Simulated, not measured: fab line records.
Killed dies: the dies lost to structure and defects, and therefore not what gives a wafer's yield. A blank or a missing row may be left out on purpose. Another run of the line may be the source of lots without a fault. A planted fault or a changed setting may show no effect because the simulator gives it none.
The tool behind it: which one?	flow rit cmos	14 lots, 42 wafers sampled, at 5 steps of a route of 202

== WHAT EACH GAUGE READ, for each wafer ==
RIT_REOX_THK_MEAS_04.
lot	measured	on	REOX_OXIDE_THK (nm)
L919	day 2 22:32	film metro-03	25.6 25.9 25.7
L920	day 3 03:35	film metro-02	24.5 24.3 24.4
L921	day 3 08:41	film metro-04	25.3 25.5 25.3
L922	day 3 13:06	film metro-03	25.4 25.4 25.5
L923	day 3 17:12	film metro-03	36.3 36.7 36.4
L924	day 3 21:57	film metro-02	36.2 35.9 36.0
L925	day 4 04:29	film metro-04	24.6 24.6 24.6
L932	day 5 16:16	film metro-03	24.9 25.2 24.9
L933	day 5 20:13	film metro-02	26.5 26.3 25.9
L937	day 6 16:17	film metro-04	25.1 24.9 25.2
L938	day 6 20:11	film metro-02	25.4 25.3 25.4
L939	day 7 03:12	film metro-04	25.6 25.4 25.4
L940	day 7 05:45	film metro-04	24.1 24.5 24.2
L941	day 7 11:54	film metro-03	25.6 25.1 24.9

RIT_PLDD_TW_MEAS_10.
lot	measured	on	PLDD_TW
L919	day 3 01:32	film metro-01	2339 2351 2359
L920	day 3 06:53	film metro-02	2340 2333 2343
L921	day 3 11:40	film metro-02	2329 2328 2341
L922	day 3 16:11	film metro-01	2353 2339 2357
L923	day 3 20:22	film metro-01	2345 2338 2352
L924	day 4 01:09	film metro-01	2360 2342 2346
L925	day 4 07:44	film metro-04	2314 2313 2302
L932	day 5 19:22	film metro-04	2347 2338 2342
L933	day 5 23:11	film metro-02	2332 2355 2342
L937	day 6 19:28	film metro-04	2313 2314 2321
L938	day 6 23:02	film metro-04	2319 2314 2311
L939	day 7 06:10	film metro-04	2343 2319 2329
L940	day 7 08:54	film metro-04	2335 2326 2328
L941	day 7 14:52	film metro-01	2336 2347 2322

== WHICH TOOL RAN EACH LOT (tool, then ch and the chambers of the sampled wafers, then the start) ==
lot	RIT_NRETRO_STRIP_09	RIT_REOX_OXIDATION_03	RIT_NLDD_STRIP_09
L919	plasma asher-03 ch 0,1, day 2 10:14	furnace-03 ch 0, day 2 19:59	plasma asher-04 ch 0,1, day 2 23:49
L920	plasma asher-03 ch 0,1, day 2 17:22	furnace-01 ch 0, day 3 01:02	plasma asher-02 ch 0,1, day 3 04:57
L921	plasma asher-02 ch 0,1, day 2 22:39	furnace-01 ch 0, day 3 06:08	plasma asher-04 ch 0,1, day 3 09:56
L922	plasma asher-02 ch 0,1, day 3 03:05	furnace-02 ch 0, day 3 10:32	plasma asher-02 ch 0,1, day 3 14:28
L923	plasma asher-01 ch 0,1, day 3 07:19	furnace-02 ch 0, day 3 14:39	plasma asher-02 ch 0,1, day 3 18:32
L924	plasma asher-02 ch 0,1, day 3 11:15	furnace-02 ch 0, day 3 19:23	plasma asher-02 ch 1, day 3 23:19
L925	plasma asher-03 ch 0,1, day 3 17:26	furnace-01 ch 0, day 4 01:55	plasma asher-02 ch 0,1, day 4 06:01
L932	plasma asher-01 ch 0,1, day 5 06:14	furnace-03 ch 0, day 5 13:41	plasma asher-03 ch 0,1, day 5 17:40
L933	plasma asher-01 ch 1, day 5 09:19	furnace-01 ch 0, day 5 17:40	plasma asher-02 ch 0,1, day 5 21:35
L937	plasma asher-01 ch 0,1, day 6 05:20	furnace-03 ch 0, day 6 13:44	plasma asher-04 ch 0,1, day 6 17:52
L938	plasma asher-03 ch 0, day 6 09:15	furnace-02 ch 0, day 6 17:38	plasma asher-03 ch 1, day 6 21:25
L939	plasma asher-01 ch 0,1, day 6 16:55	furnace-03 ch 0, day 7 00:39	plasma asher-03 ch 0,1, day 7 04:34
L940	plasma asher-02 ch 0,1, day 6 19:19	furnace-03 ch 0, day 7 03:12	plasma asher-04 ch 0,1, day 7 07:11
L941	plasma asher-03 ch 0,1, day 7 01:46	furnace-02 ch 0, day 7 09:19	plasma asher-04 ch 0,1, day 7 13:11
- RIT_NRETRO_STRIP_09: strips in O2, time 180 s.
- RIT_REOX_OXIDATION_03: target thk 25.2 nm, ox time 5580 s.
- RIT_NLDD_STRIP_09: strips in O2, time 180 s.

== AS READ BY THE TOOLS THEMSELVES (means over the sampled wafers that have a number; for cases with no such wafer, the mark the record gives instead) ==
RIT_NRETRO_STRIP_09.
lot	tool	drypump motor current A (A)
L919	plasma asher-03	5.5
L920	plasma asher-03	5.1
L921	plasma asher-02	5.4
L922	plasma asher-02	5.4
L923	plasma asher-01	5.4
L924	plasma asher-02	5.0
L925	plasma asher-03	5.5
L932	plasma asher-01	5.4
L933	plasma asher-01	5.5
L937	plasma asher-01	5.4
L938	plasma asher-03	4.7
L939	plasma asher-01	5.5
L940	plasma asher-02	5.4
L941	plasma asher-03	5.5

RIT_REOX_OXIDATION_03.
lot	tool	spike tc centre C (C)	spike tc load C (C)	spike tc source C (C)	tube center temp C (C)	tube_center_temp_C_max
L919	furnace-03	902.9	926.9	920.2	900.05	902.0
L920	furnace-01	901.5	925.1	919.9	899.99	902.7
L921	furnace-01	901.7	924.9	920.3	899.92	902.3
L922	furnace-02	903.3	926.4	922.4	899.99	902.4
L923	furnace-02	937.1	960.6	958.7	935.20	937.4
L924	furnace-02	937.0	961.8	959.1	935.17	937.8
L925	furnace-01	901.9	925.8	920.9	900.00	902.4
L932	furnace-03	903.5	927.4	920.6	899.98	902.4
L933	furnace-01	903.2	926.7	920.5	900.05	902.4
L937	furnace-03	902.7	926.2	920.0	900.03	903.0
L938	furnace-02	902.6	926.4	924.4	899.97	902.4
L939	furnace-03	902.0	926.8	919.5	900.14	902.5
L940	furnace-03	902.0	926.8	920.5	899.99	902.6
L941	furnace-02	901.6	925.1	924.4	900.05	902.7

RIT_NLDD_STRIP_09.
lot	tool	drypump motor current A (A)
L919	plasma asher-04	5.6
L920	plasma asher-02	5.4
L921	plasma asher-04	5.6
L922	plasma asher-02	5.0
L923	plasma asher-02	5.0
L924	plasma asher-02	4.7
L925	plasma asher-02	5.4
L932	plasma asher-03	5.2
L933	plasma asher-02	5.4
L937	plasma asher-04	5.7
L938	plasma asher-03	5.9
L939	plasma asher-03	5.1
L940	plasma asher-04	5.7
L941	plasma asher-04	5.7

== THE ANSWER, worked out from the rows above alone ==
Rule: the usual values come from the lots themselves. Put in order of their means at a reading, lots are off if they are a third of the lots or fewer, leave a main group of 4 or more, and stand apart from it by a gap of 3 or more times the standard deviation of the main group's means; of several such gaps the widest counts. Not used: any main group whose means are identical at the precision the tables above print for the reading. A lot without any number at a reading at which 4 lots or more have one is off too. The other lots that the step has rows for count as sound. First the gauges in route order, then the tools' own readings, where a lot's mean is used as printed above. The first step at which some lot is off is used, and at that step the reading that is off furthest; a lot without a number counts as furthest.
Off: L923, L924, at RIT_REOX_THK_MEAS_04 (REOX_OXIDE_THK). The main group: mean 25.2 nm, standard deviation 0.54.
A tool fits if, at a process step before that reading, it ran every lot that is off, and no sound lot after the first of them. The gauges at RIT_REOX_THK_MEAS_04 aren't tried: what is off there is off at RIT_REOX_OXIDATION_03 too, on other tools, and a gauge's error can't cause that. None of those tried fits.

== WHAT WAS PUT IN BY THE SIMULATOR ==
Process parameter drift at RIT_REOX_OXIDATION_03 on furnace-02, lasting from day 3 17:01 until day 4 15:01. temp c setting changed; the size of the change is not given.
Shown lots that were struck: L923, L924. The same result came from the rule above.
